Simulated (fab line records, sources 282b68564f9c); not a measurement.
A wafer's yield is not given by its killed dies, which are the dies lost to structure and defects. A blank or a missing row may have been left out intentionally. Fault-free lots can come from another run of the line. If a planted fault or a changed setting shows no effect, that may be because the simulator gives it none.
Lot-split experiment :: flow rit_cmos :: 23 wafers read across 5 lots, on a route 202 steps long

## SPLIT DETAILS
At RIT_GATE_ETCH_19 (etches poly-Si in SF6/CHF3/O2, stops on SiO2, time 165 s, target depth 312.5 nm), the setting time_s was moved away from the recipe's 165 s on 9 of the 23 wafers read, by -9.8% to +4.8%. All remaining wafers had this setting at the recipe value.

The reading is taken at the split's own step.

## THE READING
oes_product_au, in a.u., at RIT_GATE_ETCH_19 (etches poly-Si in SF6/CHF3/O2, stops on SiO2, time 165 s, target depth 312.5 nm). Fault-free wafers of this fab line usually give 0.844 a.u., standard deviation 0.0083 a.u.

wafer: L074.1
tool, chamber at the split: rie_si-02, 0
time_s as run, s: 157.8
against the recipe: -4.4%
oes_product_au, a.u.: 0.835
against lot-mates on the recipe: +0.020

wafer: L074.3
tool, chamber at the split: rie_si-02, 2
time_s as run, s: 165
against the recipe: recipe
oes_product_au, a.u.: 0.822
against lot-mates on the recipe: -

wafer: L074.4
tool, chamber at the split: rie_si-02, 3
time_s as run, s: 165
against the recipe: recipe
oes_product_au, a.u.: 0.811
against lot-mates on the recipe: -

wafer: L074.5
tool, chamber at the split: rie_si-02, 0
time_s as run, s: 165
against the recipe: recipe
oes_product_au, a.u.: 0.813
against lot-mates on the recipe: -

wafer: L074.6
tool, chamber at the split: rie_si-02, 3
time_s as run, s: 157.8
against the recipe: -4.4%
oes_product_au, a.u.: 0.828
against lot-mates on the recipe: +0.013

wafer: L077.1
tool, chamber at the split: rie_si-01, 3
time_s as run, s: 165
against the recipe: recipe
oes_product_au, a.u.: 0.895
against lot-mates on the recipe: -

wafer: L077.2
tool, chamber at the split: rie_si-01, 0
time_s as run, s: 165
against the recipe: recipe
oes_product_au, a.u.: 0.909
against lot-mates on the recipe: -

wafer: L077.3
tool, chamber at the split: rie_si-01, 1
time_s as run, s: 151
against the recipe: -8.5%
oes_product_au, a.u.: 0.961
against lot-mates on the recipe: +0.063

wafer: L077.5
tool, chamber at the split: rie_si-01, 2
time_s as run, s: 151
against the recipe: -8.5%
oes_product_au, a.u.: 0.958
against lot-mates on the recipe: +0.060

wafer: L077.6
tool, chamber at the split: rie_si-01, 3
time_s as run, s: 165
against the recipe: recipe
oes_product_au, a.u.: 0.891
against lot-mates on the recipe: -

wafer: L078.1
tool, chamber at the split: rie_si-02, 3
time_s as run, s: 165
against the recipe: recipe
oes_product_au, a.u.: 0.834
against lot-mates on the recipe: -

wafer: L078.2
tool, chamber at the split: rie_si-02, 2
time_s as run, s: 148.9
against the recipe: -9.8%
oes_product_au, a.u.: 0.920
against lot-mates on the recipe: +0.074

wafer: L078.3
tool, chamber at the split: rie_si-02, 0
time_s as run, s: 165
against the recipe: recipe
oes_product_au, a.u.: 0.844
against lot-mates on the recipe: -

wafer: L078.4
tool, chamber at the split: rie_si-02, 1
time_s as run, s: 165
against the recipe: recipe
oes_product_au, a.u.: 0.859
against lot-mates on the recipe: -

wafer: L078.5
tool, chamber at the split: rie_si-02, 0
time_s as run, s: 148.9
against the recipe: -9.8%
oes_product_au, a.u.: 0.913
against lot-mates on the recipe: +0.067

wafer: L079.1
tool, chamber at the split: rie_si-01, 2
time_s as run, s: 165
against the recipe: recipe
oes_product_au, a.u.: 0.830
against lot-mates on the recipe: -

wafer: L079.4
tool, chamber at the split: rie_si-01, 1
time_s as run, s: 165
against the recipe: recipe
oes_product_au, a.u.: 0.850
against lot-mates on the recipe: -

wafer: L079.6
tool, chamber at the split: rie_si-01, 0
time_s as run, s: 165
against the recipe: recipe
oes_product_au, a.u.: 0.853
against lot-mates on the recipe: -

wafer: L083.1
tool, chamber at the split: rie_si-01, 1
time_s as run, s: 165
against the recipe: recipe
oes_product_au, a.u.: 0.839
against lot-mates on the recipe: -

wafer: L083.2
tool, chamber at the split: rie_si-01, 3
time_s as run, s: 172.9
against the recipe: +4.8%
oes_product_au, a.u.: 0.837
against lot-mates on the recipe: -0.009

wafer: L083.3
tool, chamber at the split: rie_si-01, 0
time_s as run, s: 165
against the recipe: recipe
oes_product_au, a.u.: 0.853
against lot-mates on the recipe: -

wafer: L083.5
tool, chamber at the split: rie_si-01, 2
time_s as run, s: 172.9
against the recipe: +4.8%
oes_product_au, a.u.: 0.846
against lot-mates on the recipe: +0.000

wafer: L083.6
tool, chamber at the split: rie_si-01, 3
time_s as run, s: 172.9
against the recipe: +4.8%
oes_product_au, a.u.: 0.837
against lot-mates on the recipe: -0.009

THE FIT
A straight line over all 23 wafers: oes_product_au changes by -0.00688 a.u. for each +1% of time_s; r = -0.67; the points scatter about the line by 0.033 a.u.
The same after taking each lot's own level away (the mean of its wafers on the recipe; 23 wafers): -0.00569 a.u. for each +1%; r = -0.90; scatter 0.012 a.u.
On that fit, the largest move of time_s shifts the reading by 0.055 a.u.
Across the lots, their own levels run from 0.8153 to 0.8983 a.u., a range of 10.0 times the standard deviation given above.
So the lot-to-lot level blurs the effect unless lot-mates are compared.
Check: with one of the wafers moved furthest among these (-9.8%) left out of the fit, the line predicts +0.0559 a.u. for it against its lot-mates. It came out at +0.0743 a.u. against them.
Tool readings at the split's step, against how far the setting was moved: oes_product_au r = -0.67.

## THE OTHER SPLITS THESE WAFERS WENT THROUGH
Note: prior to the reading, these wafers also went through further splits. Each is held against what the fit with the lots' levels taken away leaves over:
other split on the same wafers: RIT_ACTIVE_COAT_06 spin_rpm
wafers away from the commonest value: 4
r with oes_product_au (lot level and that fit taken away): -0.25

other split on the same wafers: RIT_ACTIVE_HARDBAKE_12 temp_c
wafers away from the commonest value: 4
r with oes_product_au (lot level and that fit taken away): +0.41

other split on the same wafers: RIT_GATE_CVD_08 sih4_flow_sccm
wafers away from the commonest value: 10
r with oes_product_au (lot level and that fit taken away): +0.16

other split on the same wafers: RIT_GATE_DEVELOP_15 develop_time_s
wafers away from the commonest value: 8
r with oes_product_au (lot level and that fit taken away): -0.33

## THE WHOLE CHAIN: every reading that the file lists as answering this split, in the file's order
step: RIT_GATE_ETCH_19
what it does: etches poly-Si in SF6/CHF3/O2, stops on SiO2, time 165 s, target depth 312.5 nm
reading: oes_product_au
change (the file's fit): -0.00625 a.u. for each +1% of the setting
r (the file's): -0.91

step: RIT_GATE_ETCH_19
what it does: etches poly-Si in SF6/CHF3/O2, stops on SiO2, time 165 s, target depth 312.5 nm
reading: NOVOLAK_of_GATE_COAT_11.thk_nm (the simulator's own value, which no gauge read)
change (the file's fit): -0.919 nm for each +1% of the setting
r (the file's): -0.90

## FILE'S OWN FIT
oes_product_au changes by -0.00625 a.u. for each +1% of time_s, r = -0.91.
